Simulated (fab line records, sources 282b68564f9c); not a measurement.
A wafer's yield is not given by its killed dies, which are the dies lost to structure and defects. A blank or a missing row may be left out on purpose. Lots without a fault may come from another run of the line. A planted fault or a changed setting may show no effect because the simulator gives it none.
The tool behind it: which one? -- flow ritCmos -- 6 lots, 18 wafers sampled, at 2 steps of a route of 202

## WHAT THE GAUGES SHOWED, per wafer
RIT_CONTACT_CD_MEAS_08: the cd target is 1000 nm.
lot,measured,on,cdNm (nm)
L633,day 3 12:58,cdSem-01,1004.9 1004.6 1004.4
L635,day 3 19:05,cdSem-02,1000.2 1003.3 1003.8
L637,day 4 05:28,cdSem-01,1000.5 1001.8 1000.3
L642,day 5 08:29,cdSem-01,1002.6 1002.3 1003.5
L644,day 5 16:40,cdSem-01,999.6 999.4 999.7
L649,day 6 17:18,cdSem-02,999.4 1000.5 998.3

## WHICH TOOL RAN EACH LOT (tool, then ch and the chambers of the sampled wafers, then the start)
lot,RIT_CONTACT_EXPOSE_05
L633,"ilineStepper-02 ch 0, day 3 12:26"
L635,"ilineStepper-02 ch 0, day 3 18:34"
L637,"ilineStepper-01 ch 0, day 4 04:57"
L642,"ilineStepper-02 ch 0, day 5 07:58"
L644,"ilineStepper-02 ch 0, day 5 16:04"
L649,"ilineStepper-01 ch 0, day 6 16:47"
- RIT_CONTACT_EXPOSE_05: exposes mask M11, target cd 1000 nm.

## THE ANSWER, worked out from the rows above alone
Rule: usual is defined by the lots themselves. The widest of any qualifying gaps counts: lots, ordered by their means at a reading, are off when they make up no more than a third of the lots, leave a main group of 4 or more, and stand apart from it by 3 or more times the standard deviation of that group's means. A main group is skipped when, at the precision printed for the reading in the tables above, its means are all equal. Also off: a lot with no number at a reading for which 4 or more lots have one. The other lots that the step has rows for count as sound.
None of the lots is off at any reading shown; this tells nothing.

## WHAT WAS PUT IN BY THE SIMULATOR
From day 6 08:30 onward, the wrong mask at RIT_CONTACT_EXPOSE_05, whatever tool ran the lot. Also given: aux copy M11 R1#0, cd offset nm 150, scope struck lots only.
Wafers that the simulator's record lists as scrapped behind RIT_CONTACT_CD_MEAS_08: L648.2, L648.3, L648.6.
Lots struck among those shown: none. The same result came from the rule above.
